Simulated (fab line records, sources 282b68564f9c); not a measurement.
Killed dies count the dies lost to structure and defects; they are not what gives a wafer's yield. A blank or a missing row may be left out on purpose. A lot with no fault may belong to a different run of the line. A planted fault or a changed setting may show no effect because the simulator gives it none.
Which tool did it? ; flow rit cmos ; 14 lots, 42 wafers sampled, at 2 steps of a route of 202

## WHAT EACH GAUGE READ, for each wafer
Not one reading of a measure or inspect step in the record can be checked against a usual standard deviation.

## WHAT TOOL EACH LOT RAN ON (gives the tool, then ch and the chambers of the sampled wafers, and finally the start)
lot;RIT_NWELL_HARDBAKE_07;RIT_M1_PROBE_99
L576;litho track-01 ch 0, day 1 23:14;-
L577;litho track-01 ch 0, day 2 04:41;-
L578;litho track-03 ch 0, day 2 07:32;-
L579;litho track-02 ch 0, day 2 13:04;-
L580;litho track-02 ch 0, day 2 19:43;-
L581;litho track-01 ch 0, day 3 01:09;-
L582;litho track-03 ch 0, day 3 07:11;-
L583;litho track-01 ch 0, day 3 09:57;-
L586;litho track-02 ch 0, day 4 04:40;-
L590;litho track-03 ch 0, day 4 19:57;-
L591;litho track-01 ch 0, day 4 23:12;prober-02, day 7 15:05
L592;litho track-03 ch 0, day 5 07:31;-
L597;litho track-02 ch 0, day 6 07:38;-
L598;litho track-02 ch 0, day 6 12:43;-
- RIT_NWELL_HARDBAKE_07: time 120 s.
- RIT_M1_PROBE_99

## WHAT THE TOOLS THEMSELVES READ (means of the sampled wafers that have a number; where no wafer has one, the mark that the record gives instead)
RIT_NWELL_HARDBAKE_07. Usual: heater power total W 52.02 W, standard deviation 0.062; plate temp C 140.00 C, standard deviation 0.13.
lot;tool;heater power total W (W);plate temp C (C);flag
L576;litho track-01;52.01;140.02;
L577;litho track-01;52.03;140.01;
L578;litho track-03;51.98;140.04;
L579;litho track-02;52.03;139.93;
L580;litho track-02;52.02;140.00;
L581;litho track-01;51.95;139.90;
L582;litho track-03;52.08;140.04;
L583;litho track-01;52.03;139.93;
L586;litho track-02;52.00;140.00;
L590;litho track-03;53.49;143.05;OFF
L591;litho track-01;52.07;140.13;
L592;litho track-03;53.43;142.70;OFF
L597;litho track-02;51.99;139.92;
L598;litho track-02;51.98;139.94;

RIT_M1_PROBE_99. Usual: killed_at_M0_to_M3 0.0, standard deviation 0.12; killed at contacts 0.1, standard deviation 0.23; killed at front end 6, standard deviation 3.1; killed dies 6, standard deviation 3.1; killed open 3.2, standard deviation 1.9; killed short 3.2, standard deviation 2.1.
lot;tool;killed_at_M0_to_M3;killed at contacts;killed at front end;killed dies;killed open;killed short;flag
L591;prober-02;0.0;0.3;6;6;3.3;3.0;

## THE ANSWER, worked out from the rows above alone
Rule: lot off if the mean of its wafers having a number is beyond 3 standard deviations from the usual mean. A lot without any number at a reading at which 4 lots or more have one is off too. Where the step has rows for the other lots, those lots are counted as sound. The gauges are gone through in route order, then the tools' own readings, and for those a lot's mean is taken as printed above. At the first step where some lot is off, the reading lying furthest off is the one used; lots without a number count as furthest.
Off: L590, L592, at RIT_NWELL_HARDBAKE_07 (heater power total W).
A tool fits if, at that step or a process step before it, it ran every lot that is off, and no sound lot after the first of them. One fits: litho track-03 at RIT_NWELL_HARDBAKE_07. Its last sound lot is L582 (day 3 07:11), its first lot that is off L590 (day 4 19:57): a fault that began between those two fits.
The tool's own readings at RIT_NWELL_HARDBAKE_07 bear it out: on the lots that are off they differ by more than 5 times the standard deviation of the sound lots' means. heater power total W reads 53.46 W there against 52.01 W on the sound lots; plate temp C reads 142.88 C there against 139.99 C on the sound lots.

## WHAT THE SIMULATOR HAD INSERTED
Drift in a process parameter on litho track-03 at RIT_NWELL_HARDBAKE_07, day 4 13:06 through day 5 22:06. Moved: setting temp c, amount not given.
Shown lots that were struck: L590, L592. The rule above reached the same finding.
